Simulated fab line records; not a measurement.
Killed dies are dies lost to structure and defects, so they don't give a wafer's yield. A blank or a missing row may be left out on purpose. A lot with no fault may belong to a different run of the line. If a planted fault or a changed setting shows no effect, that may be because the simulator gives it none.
Which tool is to blame? | flow rit-cmos | 13 lots with 39 wafers sampled at 2 steps, on a route of 202 steps

## WHAT THE GAUGES SHOWED, per wafer
RIT_SDANNEAL_RS_MEAS_04: measures by four-point-probe.
lot  | measured    | on            | PSD_RS (ohm/sq)
L320 | day 3 11:06 | film-metro-03 | 115.73 115.60 116.25
L321 | day 3 12:26 | film-metro-04 | 115.83 116.10 115.72
L322 | day 3 18:41 | film-metro-03 | 116.06 116.05 115.78
L323 | day 3 22:19 | film-metro-04 | 116.06 116.34 115.78
L324 | day 4 04:37 | film-metro-01 | 115.96 116.14 116.04
L326 | day 4 12:13 | film-metro-01 | 116.51 116.43 116.58
L327 | day 4 17:59 | film-metro-03 | 115.50 116.07 115.92
L328 | day 5 00:34 | film-metro-04 | 115.35 115.96 115.61
L330 | day 5 08:18 | film-metro-03 | 117.07 116.89 116.93
L334 | day 6 05:25 | film-metro-04 | 115.98 115.84 116.17
L337 | day 6 20:56 | film-metro-03 | 116.03 116.41 116.36
L338 | day 7 02:02 | film-metro-01 | 115.91 115.74 115.93
L340 | day 7 09:55 | film-metro-01 | 115.78 116.13 116.17

## EACH LOT AND THE TOOL THAT RAN IT (in order: tool; ch and the chambers of the sampled wafers; start)
lot  | RIT_PSD_IMPLANT_08
L320 | implanter-01 ch 0, day 3 10:16
L321 | implanter-04 ch 0, day 3 11:29
L322 | implanter-01 ch 0, day 3 17:53
L323 | implanter-04 ch 0, day 3 21:31
L324 | implanter-02 ch 0, day 4 03:44
L326 | implanter-04 ch 0, day 4 11:25
L327 | implanter-02 ch 0, day 4 17:11
L328 | implanter-01 ch 0, day 4 23:45
L330 | implanter-02 ch 0, day 5 07:28
L334 | implanter-01 ch 0, day 6 04:32
L337 | implanter-04 ch 0, day 6 20:03
L338 | implanter-01 ch 0, day 7 01:02
L340 | implanter-01 ch 0, day 7 09:07
- RIT_PSD_IMPLANT_08

## AS READ BY THE TOOLS THEMSELVES (means over the sampled wafers that have a number; for cases with no such wafer, the mark the record gives instead)
The record holds no such reading with a usual standard deviation.

## THE ANSWER, worked out from the rows above alone
Rule: the usual values come from the lots themselves. The widest of any qualifying gaps counts: lots, ordered by their means at a reading, are off when they make up no more than a third of the lots, leave a main group of 4 or more, and stand apart from it by 3 or more times the standard deviation of that group's means. A main group whose means are all the same, to the digits that the tables above print for the reading, isn't used. A lot without any number at a reading at which 4 lots or more have one is off too. Any other lot the step has rows for is counted as sound. After the gauges, taken in route order, come the tools' own readings; for these a lot's mean is taken, as printed above. At the first step where some lot is off, the reading lying furthest off is the one used; lots without a number count as furthest.
Across all readings shown, no lot is off: no conclusion can be drawn from this.

## WHAT HAD BEEN PUT IN BY THE SIMULATOR
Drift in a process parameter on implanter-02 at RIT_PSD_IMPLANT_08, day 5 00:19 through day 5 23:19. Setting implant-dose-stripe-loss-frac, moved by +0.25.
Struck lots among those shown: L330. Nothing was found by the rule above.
